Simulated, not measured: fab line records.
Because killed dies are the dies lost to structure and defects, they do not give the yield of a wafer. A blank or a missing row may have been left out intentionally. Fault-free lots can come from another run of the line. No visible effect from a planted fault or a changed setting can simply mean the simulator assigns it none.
A sampling plan put to the test :: flow rit cmos :: one line in one fab, 18 faults in these records, each fault weighed on the records of the lots it struck
The line's own looks make up the plan; these are the steps of the route where a gauge or inspection reads the wafer and leaves it unchanged. A look can be judged if struck wafers have a number there and the file gives its usual mean and standard deviation on fault-free wafers. Caught: at a look after the fault's first step, the mean of the struck wafers lies 4 or more of those standard deviations (sigma) from the usual mean. On the tool: the fault's steps, tested the same way using the tool's own readings. If the struck wafers alone have a blank record, or they carry another recipe, that too counts as caught.

## THE FAULTS, as the simulator had put them in
1. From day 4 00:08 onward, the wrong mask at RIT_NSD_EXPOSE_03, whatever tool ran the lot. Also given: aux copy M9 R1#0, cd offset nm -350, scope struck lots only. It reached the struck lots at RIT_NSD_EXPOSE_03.
2. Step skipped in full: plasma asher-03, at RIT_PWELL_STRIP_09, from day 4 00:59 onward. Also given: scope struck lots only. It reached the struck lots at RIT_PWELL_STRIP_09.
3. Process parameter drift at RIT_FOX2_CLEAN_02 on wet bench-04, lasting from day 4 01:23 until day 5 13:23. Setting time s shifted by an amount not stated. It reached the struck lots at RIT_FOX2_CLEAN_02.
4. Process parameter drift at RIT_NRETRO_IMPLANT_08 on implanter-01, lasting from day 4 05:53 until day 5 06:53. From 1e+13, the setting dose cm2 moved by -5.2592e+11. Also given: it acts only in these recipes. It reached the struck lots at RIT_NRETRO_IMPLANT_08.
5. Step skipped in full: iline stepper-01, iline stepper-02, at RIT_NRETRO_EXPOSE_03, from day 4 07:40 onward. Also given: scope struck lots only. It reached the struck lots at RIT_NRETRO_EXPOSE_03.
6. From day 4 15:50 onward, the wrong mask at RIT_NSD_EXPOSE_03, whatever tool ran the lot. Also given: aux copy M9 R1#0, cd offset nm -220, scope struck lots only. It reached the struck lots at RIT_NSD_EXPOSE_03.
7. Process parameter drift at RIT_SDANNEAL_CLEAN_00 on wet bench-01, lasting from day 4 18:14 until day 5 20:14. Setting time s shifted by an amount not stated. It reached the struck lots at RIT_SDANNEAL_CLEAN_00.
8. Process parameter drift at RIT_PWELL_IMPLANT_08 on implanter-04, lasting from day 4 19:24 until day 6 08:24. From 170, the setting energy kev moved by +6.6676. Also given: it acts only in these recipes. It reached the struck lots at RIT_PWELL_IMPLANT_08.
9. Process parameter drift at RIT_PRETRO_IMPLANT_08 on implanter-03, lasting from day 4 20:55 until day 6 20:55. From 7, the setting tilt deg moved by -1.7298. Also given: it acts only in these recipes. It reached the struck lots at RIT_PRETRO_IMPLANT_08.
10. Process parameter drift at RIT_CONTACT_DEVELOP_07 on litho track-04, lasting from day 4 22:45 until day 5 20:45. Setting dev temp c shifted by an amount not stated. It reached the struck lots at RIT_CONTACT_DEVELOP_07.
11. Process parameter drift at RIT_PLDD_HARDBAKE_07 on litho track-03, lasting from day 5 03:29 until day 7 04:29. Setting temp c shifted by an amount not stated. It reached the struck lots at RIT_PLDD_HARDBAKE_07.
12. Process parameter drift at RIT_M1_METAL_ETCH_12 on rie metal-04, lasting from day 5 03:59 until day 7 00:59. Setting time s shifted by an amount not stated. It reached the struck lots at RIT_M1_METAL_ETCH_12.
13. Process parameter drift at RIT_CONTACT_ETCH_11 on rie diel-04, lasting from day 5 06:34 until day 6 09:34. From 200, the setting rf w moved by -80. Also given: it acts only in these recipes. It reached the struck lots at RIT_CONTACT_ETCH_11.
14. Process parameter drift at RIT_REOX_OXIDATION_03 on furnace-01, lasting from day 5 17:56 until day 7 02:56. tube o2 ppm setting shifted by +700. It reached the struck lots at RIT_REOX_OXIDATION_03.
15. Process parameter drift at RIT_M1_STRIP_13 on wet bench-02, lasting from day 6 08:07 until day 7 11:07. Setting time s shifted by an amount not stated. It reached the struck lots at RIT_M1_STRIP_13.
16. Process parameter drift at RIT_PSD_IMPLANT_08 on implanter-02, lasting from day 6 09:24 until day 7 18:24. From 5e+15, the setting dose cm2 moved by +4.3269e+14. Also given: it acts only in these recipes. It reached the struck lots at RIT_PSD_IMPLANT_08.
17. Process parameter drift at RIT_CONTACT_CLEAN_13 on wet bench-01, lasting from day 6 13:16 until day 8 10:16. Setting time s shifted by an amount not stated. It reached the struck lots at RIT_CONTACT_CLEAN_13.
18. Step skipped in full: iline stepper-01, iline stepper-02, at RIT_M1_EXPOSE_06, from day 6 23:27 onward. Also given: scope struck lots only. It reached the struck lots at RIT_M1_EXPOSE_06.

## WHAT THE PLAN SAW
fault: 1
on the tool itself: no reading that can be judged
first look that catches it: no look after it can be judged
reading, sigma: -
median hours from its first step to that look: -
hours from the fault's start to the first struck lot there: -
judged looks passed uncaught: 0

fault: 2
on the tool itself: the tool's record is blank for the struck wafers
first look that catches it: no look after it can be judged
reading, sigma: -
median hours from its first step to that look: -
hours from the fault's start to the first struck lot there: -
judged looks passed uncaught: 0

fault: 3
on the tool itself: run length s -43 sigma
first look that catches it: no look after it can be judged
reading, sigma: -
median hours from its first step to that look: -
hours from the fault's start to the first struck lot there: -
judged looks passed uncaught: 0

fault: 4
on the tool itself: dose ions cm2 -55 sigma
first look that catches it: no look after it can be judged
reading, sigma: -
median hours from its first step to that look: -
hours from the fault's start to the first struck lot there: -
judged looks passed uncaught: 0

fault: 5
on the tool itself: no reading that can be judged
first look that catches it: no look after it can be judged
reading, sigma: -
median hours from its first step to that look: -
hours from the fault's start to the first struck lot there: -
judged looks passed uncaught: 0

fault: 6
on the tool itself: no reading that can be judged
first look that catches it: no look after it can be judged
reading, sigma: -
median hours from its first step to that look: -
hours from the fault's start to the first struck lot there: -
judged looks passed uncaught: 0

fault: 7
on the tool itself: run length s +6.5 sigma
first look that catches it: no look after it can be judged
reading, sigma: -
median hours from its first step to that look: -
hours from the fault's start to the first struck lot there: -
judged looks passed uncaught: 0

fault: 8
on the tool itself: beam energy keV +99 or beyond sigma
first look that catches it: no look after it can be judged
reading, sigma: -
median hours from its first step to that look: -
hours from the fault's start to the first struck lot there: -
judged looks passed uncaught: 0

fault: 9
on the tool itself: tilt deg -83 sigma
first look that catches it: no look after it can be judged
reading, sigma: -
median hours from its first step to that look: -
hours from the fault's start to the first struck lot there: -
judged looks passed uncaught: 0

fault: 10
on the tool itself: developer temp C +23 sigma
first look that catches it: RIT_CONTACT_CD_MEAS_08
reading, sigma: cd nm -4.5
median hours from its first step to that look: 0.3
hours from the fault's start to the first struck lot there: 11
judged looks passed uncaught: 0

fault: 11
on the tool itself: heater power total W -49 sigma
first look that catches it: no look after it can be judged
reading, sigma: -
median hours from its first step to that look: -
hours from the fault's start to the first struck lot there: -
judged looks passed uncaught: 0

fault: 12
on the tool itself: run length s -49 sigma
first look that catches it: no look after it can be judged
reading, sigma: -
median hours from its first step to that look: -
hours from the fault's start to the first struck lot there: -
judged looks passed uncaught: 0

fault: 13
on the tool itself: rf fwd power W -99 or beyond sigma
first look that catches it: no look after it can be judged
reading, sigma: -
median hours from its first step to that look: -
hours from the fault's start to the first struck lot there: -
judged looks passed uncaught: 0

fault: 14
on the tool itself: under 2 sigma
first look that catches it: RIT_REOX_THK_MEAS_04
reading, sigma: REOX_OXIDE_THK +5.1
median hours from its first step to that look: 2.6
hours from the fault's start to the first struck lot there: 8
judged looks passed uncaught: 0

fault: 15
on the tool itself: run length s +48 sigma
first look that catches it: no look after it can be judged
reading, sigma: -
median hours from its first step to that look: -
hours from the fault's start to the first struck lot there: -
judged looks passed uncaught: 0

fault: 16
on the tool itself: dose ions cm2 +74 sigma
first look that catches it: no look after it can be judged
reading, sigma: -
median hours from its first step to that look: -
hours from the fault's start to the first struck lot there: -
judged looks passed uncaught: 0

fault: 17
on the tool itself: run length s -8.4 sigma
first look that catches it: no look after it can be judged
reading, sigma: -
median hours from its first step to that look: -
hours from the fault's start to the first struck lot there: -
judged looks passed uncaught: 0

fault: 18
on the tool itself: no reading that can be judged
first look that catches it: not the one look that can be judged after it
reading, sigma: -
median hours from its first step to that look: -
hours from the fault's start to the first struck lot there: -
judged looks passed uncaught: 1
A dash: the fault isn't caught, or these records don't give the number.

Caught at a look: 2 of 18. Caught on the tool: 13 of 18. By one or the other: 14 of 18.
Faults caught by the tool alone: 2, 3, 4, 7, 8, 9, 11, 12, 13, 15, 16, 17.
Caught at a look alone: fault 14.
Caught by neither: faults 1, 5, 6, 18.

## THINNER SAMPLING
Were the look that catches a fault to measure just every second or every third lot (counted by lot number), the first struck lot would, at worst, be measured this late:
fault: 10
struck lots at that look, in order of time: L203, L206
every lot: 11 h
every second lot: 20 h
every third lot: may miss all 2

fault: 14
struck lots at that look, in order of time: L201, L206
every lot: 8 h
every second lot: 32 h
every third lot: may miss all 2
Hours count from the start of the fault until the first struck lot that is measured. The test against the limit of 4 sigma pooled every struck wafer, which means one lot taken alone may stay below that limit. Other struck lots may not be in these records.

## THE LONGEST TIMED WAY FROM STEP TO LOOK
Fault 14: a median of 2.6 hours passes between RIT_REOX_OXIDATION_03 and RIT_REOX_THK_MEAS_04. No look between them can be judged.
